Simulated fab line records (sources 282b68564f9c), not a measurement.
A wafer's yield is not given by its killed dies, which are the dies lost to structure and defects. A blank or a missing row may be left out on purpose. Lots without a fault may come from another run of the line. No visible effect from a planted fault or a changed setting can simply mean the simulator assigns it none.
A lot that was struck, set against a sound lot	flow rit-cmos	36 out of 202 route steps
Sound: these wafers, L820.3, L820.4, L820.6. Struck: wafers L834.3, L834.4, L834.6. At the end, the cause is stated.
For every step that has rows: the tool of each side, followed by ch and its chambers, followed by its first start. Under that, the readings that differ: sound wafers	struck wafers	difference of the means	sigmas: that difference in standard deviations of wafers without a fault.
alike: readings whose means differ by less than 2 such deviations, and words and numbers that are the same on both sides. not compared: withheld readings, readings that some wafer has no value for, bounds like >300 that may hide the same value, and numbers for which the record gives no deviation and whose values overlap.
A row with sigmas, a row that says differs or no value, or rows on one side alone: a step with any of these is where the two part. Non-overlapping numbers with no deviation appear without sigmas and do not part them. A reading that every wafer of one side lacks parts them only if that side has two wafers or more.

RIT_SILICIDE_RTA_06: time 10 s, ramp up 5 s, ramp down 10 s.
  sound on rtp-anneal-02 ch 0, day 3 09:59; struck on rtp-anneal-02 ch 0, day 6 09:31
  alike: wafer_temp_C_max
RIT_CONTACT_CVD_00: deposits SiO2 from TEOS, target thk 400 nm, time 61 s.
  sound on pecvd-03 ch 0,1,2, day 3 10:02; struck on pecvd-01 ch 0,1,2, day 6 09:33
  alike: heater-power-w
RIT_CONTACT_THK_MEAS_01:
  struck on film-metro-03, day 6 09:37; sound on film-metro-04, day 3 10:06
  alike: CONTACT_TEOS_THK
then, 6 steps without rows for these wafers: RIT_CONTACT_HMDS_02 (prime time 60 s); RIT_CONTACT_COAT_03 (resist thk 1000 nm); RIT_CONTACT_SOFTBAKE_04 (time 60 s); RIT_CONTACT_EXPOSE_05 (exposes mask M11, target cd 1000 nm); RIT_CONTACT_PEB_06; RIT_CONTACT_DEVELOP_07 (develop time 120 s).
RIT_CONTACT_CD_MEAS_08: the cd target is 1000 nm.
  struck on cd-sem-01, day 6 10:47; sound on cd-sem-02, day 3 11:10
  alike: cd-nm
RIT_CONTACT_OVL_MEAS_09:
  struck on overlay-01, day 6 10:53; sound on overlay-02, day 3 11:16
  alike: CONTACT_OVL
then, 1 step without rows for these wafers: RIT_CONTACT_HARDBAKE_10 (time 60 s).
RIT_CONTACT_ETCH_11: etches SiO2 in CHF3/CF4/Ar, stops on TiSi2, target depth 480 nm, time 320 s.
  sound on rie-diel-03 ch 0,1, day 3 11:26; struck on rie-diel-01 ch 1,2, day 6 11:18
  alike: drypump-motor-current-A, oes-product-au, throttle-valve-pct
  not compared: rf-hours-counter-h
then, 1 step without rows for these wafers: RIT_CONTACT_STRIP_12 (strips in O2, time 180 s).
RIT_CONTACT_CD_MEAS_90: the cd target is 1000 nm.
  struck on cd-sem-01, day 6 11:43; sound on cd-sem-02, day 3 11:50
  alike: cd-nm
then, 2 steps without rows for these wafers: RIT_CONTACT_CLEAN_13 (cleans in SC1, time 600 s); RIT_CONTACT_CLEAN_14 (cleans in SC2, time 600 s).
RIT_M1_SPUTTER_00: material Al, target thk 400 nm, time 500 s.
  struck on pvd-sputter-03, day 6 12:08; sound on pvd-sputter-04, day 3 12:16
  alike: substrate-temp-c, throttle-valve-pct
RIT_M1_RS_MEAS_01: measures by four-point-probe.
  struck on film-metro-02, day 6 12:28; sound on film-metro-03, day 3 12:37
  alike: M1_AL_RS
RIT_M1_THK_MEAS_02: measures by xrf.
  struck on film-metro-02, day 6 12:34; sound on film-metro-03, day 3 12:43
  alike: M1_AL_THK
then, 6 steps without rows for these wafers: RIT_M1_HMDS_03 (prime time 60 s); RIT_M1_COAT_04 (resist thk 1300 nm); RIT_M1_SOFTBAKE_05 (time 60 s); RIT_M1_EXPOSE_06 (exposes mask M12, target cd 2600 nm); RIT_M1_PEB_07; RIT_M1_DEVELOP_08 (develop time 68 s).
RIT_M1_CD_MEAS_09: the cd target is 2600 nm.
  struck on cd-sem-02, day 6 13:49; sound on cd-sem-02, day 3 13:40
  alike: cd-nm
RIT_M1_OVL_MEAS_10:
  struck on overlay-01, day 6 13:54; sound on overlay-02, day 3 13:46
  alike: M1_OVL
then, 1 step without rows for these wafers: RIT_M1_HARDBAKE_11 (time 120 s).
RIT_M1_METAL_ETCH_12: etches Al in Cl2/BCl3, stops on SiO2, time 165 s, target depth 600 nm.
  sound on rie-metal-03 ch 0,1, day 3 14:05; struck on rie-metal-01 ch 0,1, day 6 14:14
reading	sound	struck	difference	sigmas
oes-product-au (a.u.)	0.768 0.806 0.773	0.751 0.741 0.752	-0.034	-2
  alike: drypump-motor-current-A, mfc-cl2-sccm, throttle-valve-pct
  not compared: rf-hours-counter-h
then, 1 step without rows for these wafers: RIT_M1_STRIP_13 (strips in nmp, time 600 s).
RIT_M1_STRIP_14: strips in O2, time 180 s.
  sound on plasma-asher-03 ch 0,1, day 3 14:26; struck on plasma-asher-04 ch 0,1, day 6 14:34
reading	sound	struck	difference	sigmas
drypump-motor-current-A (A)	6.7 6.4 6.7	5.4 4.9 4.9	-1.5	-2
  not compared: rf-hours-counter-h
RIT_M1_CD_MEAS_90: the cd target is 2600 nm.
  struck on cd-sem-02, day 6 14:44; sound on cd-sem-02, day 3 14:35
reading	sound	struck	difference	sigmas
cd-nm (nm)	2596.3 2597.8 2597.7	2604.3 2603.0 2603.6	+6.4	+3
then, 1 step without rows for these wafers: RIT_M1_ANNEAL_15 (time 1800 s).
RIT_M1_BOW_MEAS_16:
  struck on film-metro-04, day 6 16:21; sound on film-metro-02, day 3 16:13
  alike: M1_BOW
RIT_M1_PROBE_99:
  struck on prober-02, day 6 16:32; sound on prober-02, day 3 16:23
reading	sound	struck	difference	sigmas
model.etest.poly-comb-over-steps.leak-log10-a-um	-12.77 -12.8 -12.94	-5.528 -5.338 -6.406	+7.079	
  alike: killed_at_M0_to_M3, killed-at-front-end, killed-dies, killed-open, killed-short

== WHERE THEY PART ==
At RIT_M1_METAL_ETCH_12 first; at RIT_M1_CD_MEAS_90 last (within this record only). Later steps at which nothing parts them and some readings are alike: RIT_M1_BOW_MEAS_16, RIT_M1_PROBE_99.

WHY: the cause the simulator had injected
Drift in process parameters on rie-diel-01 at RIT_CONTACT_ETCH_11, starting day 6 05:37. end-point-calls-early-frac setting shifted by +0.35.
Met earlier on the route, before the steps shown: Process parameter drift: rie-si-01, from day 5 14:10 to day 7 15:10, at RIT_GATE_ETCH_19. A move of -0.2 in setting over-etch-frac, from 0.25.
